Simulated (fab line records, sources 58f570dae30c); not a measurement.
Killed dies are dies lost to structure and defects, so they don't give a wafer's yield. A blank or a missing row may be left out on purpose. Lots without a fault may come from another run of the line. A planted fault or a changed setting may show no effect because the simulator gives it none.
Which tool did it? | flow berkeley_cmos170 | 15 lots, 45 wafers sampled, at 3 steps of a route of 331

WHAT THE GAUGES READ, wafer by wafer
UCB170_M2_THK_MEAS_03: measures by xrf.
lot  | measured     | on            | M2_AL_THK (nm)
L268 | day 8 06:18  | film_metro-04 | 889 870 880
L271 | day 8 18:35  | film_metro-02 | 877 886 878
L270 | day 8 21:50  | film_metro-02 | 869 882 873
L272 | day 9 07:14  | film_metro-02 | 867 870 878
L273 | day 9 08:25  | film_metro-03 | 889 886 880
L276 | day 10 14:05 | film_metro-04 | 872 881 888
L281 | day 11 03:37 | film_metro-03 | 895 885 890
L282 | day 11 15:40 | film_metro-02 | 875 881 879
L284 | day 11 18:13 | film_metro-02 | 848 871 870
L285 | day 12 10:35 | film_metro-02 | 879 868 868
L286 | day 12 10:47 | film_metro-03 | 883 882 876
L287 | day 12 17:48 | film_metro-04 | 890 894 887
L288 | day 13 04:29 | film_metro-03 | 897 902 891
L291 | day 13 19:02 | film_metro-02 | 876 877 882
L289 | day 13 20:40 | film_metro-02 | 868 886 883

UCB170_V2_CD_MEAS_12: target cd 700 nm.
lot  | measured     | on        | cd_nm (nm)
L268 | day 8 10:52  | cd_sem-01 | 700.9 701.8 701.1
L271 | day 8 22:59  | cd_sem-01 | 698.8 700.3 700.5
L270 | day 9 02:22  | cd_sem-01 | 703.6 703.1 702.6
L272 | day 9 11:15  | cd_sem-02 | 697.5 698.1 698.8
L273 | day 9 12:49  | cd_sem-01 | 700.0 700.3 700.3
L276 | day 10 19:01 | cd_sem-02 | 700.1 699.9 699.8
L281 | day 11 07:59 | cd_sem-02 | 700.9 700.7 701.3
L282 | day 11 21:34 | cd_sem-01 | 702.7 701.4 703.0
L284 | day 11 23:23 | cd_sem-02 | 700.3 701.0 699.8
L285 | day 12 15:08 | cd_sem-01 | 702.2 702.9 703.2
L286 | day 12 16:15 | cd_sem-01 | 699.0 699.2 698.2
L287 | day 12 23:08 | cd_sem-02 | 699.4 699.4 701.1
L288 | day 13 08:49 | cd_sem-02 | 700.8 702.7 700.9
L291 | day 13 23:14 | cd_sem-01 | 699.2 698.9 699.2
L289 | day 14 00:38 | cd_sem-01 | 701.1 700.9 700.8

UCB170_V2_OVL_MEAS_13.
lot  | measured     | on         | V2_OVL (nm)
L268 | day 8 10:59  | overlay-01 | -5 10 6
L271 | day 8 23:06  | overlay-02 | 8 -1 4
L270 | day 9 02:26  | overlay-01 | -3 4 -3
L272 | day 9 11:22  | overlay-02 | -5 -3 -15
L273 | day 9 12:55  | overlay-01 | -4 2 -8
L276 | day 10 19:07 | overlay-01 | 3 4 1
L281 | day 11 08:06 | overlay-01 | 6 0 -6
L282 | day 11 21:41 | overlay-01 | 3 12 -5
L284 | day 11 23:29 | overlay-01 | -2 -7 -4
L285 | day 12 15:15 | overlay-02 | -3 5 1
L286 | day 12 16:22 | overlay-01 | -6 -3 7
L287 | day 12 23:16 | overlay-01 | -4 0 4
L288 | day 13 08:56 | overlay-02 | 0 2 -1
L291 | day 13 23:19 | overlay-02 | 6 -2 0
L289 | day 14 00:45 | overlay-01 | -8 -3 -5

WHICH TOOL RAN EACH LOT (tool, then ch and the chambers of the sampled wafers, then the start)
The record holds no process step before these readings.

WHAT THE TOOLS THEMSELVES READ (means of the sampled wafers that have a number; where no wafer has one, the mark that the record gives instead)
The record holds no such reading with a usual standard deviation.

THE ANSWER, worked out from the rows above alone
Rule: what is usual is taken from the lots themselves. Put in order of their means at a reading, lots are off if they are a third of the lots or fewer, leave a main group of 4 or more, and stand apart from it by a gap of 3 or more times the standard deviation of the main group's means; of several such gaps the widest counts. A main group whose means are all the same, to the digits that the tables above print for the reading, isn't used. A lot without any number at a reading at which 4 lots or more have one is off too. The other lots that the step has rows for count as sound. The gauges are gone through in route order, then the tools' own readings, and for those a lot's mean is taken as printed above. The first step at which some lot is off is used, and at that step the reading that is off furthest; a lot without a number counts as furthest.
No lot is off at any reading shown: from this, nothing can be told.

WHAT THE SIMULATOR HAD PUT IN
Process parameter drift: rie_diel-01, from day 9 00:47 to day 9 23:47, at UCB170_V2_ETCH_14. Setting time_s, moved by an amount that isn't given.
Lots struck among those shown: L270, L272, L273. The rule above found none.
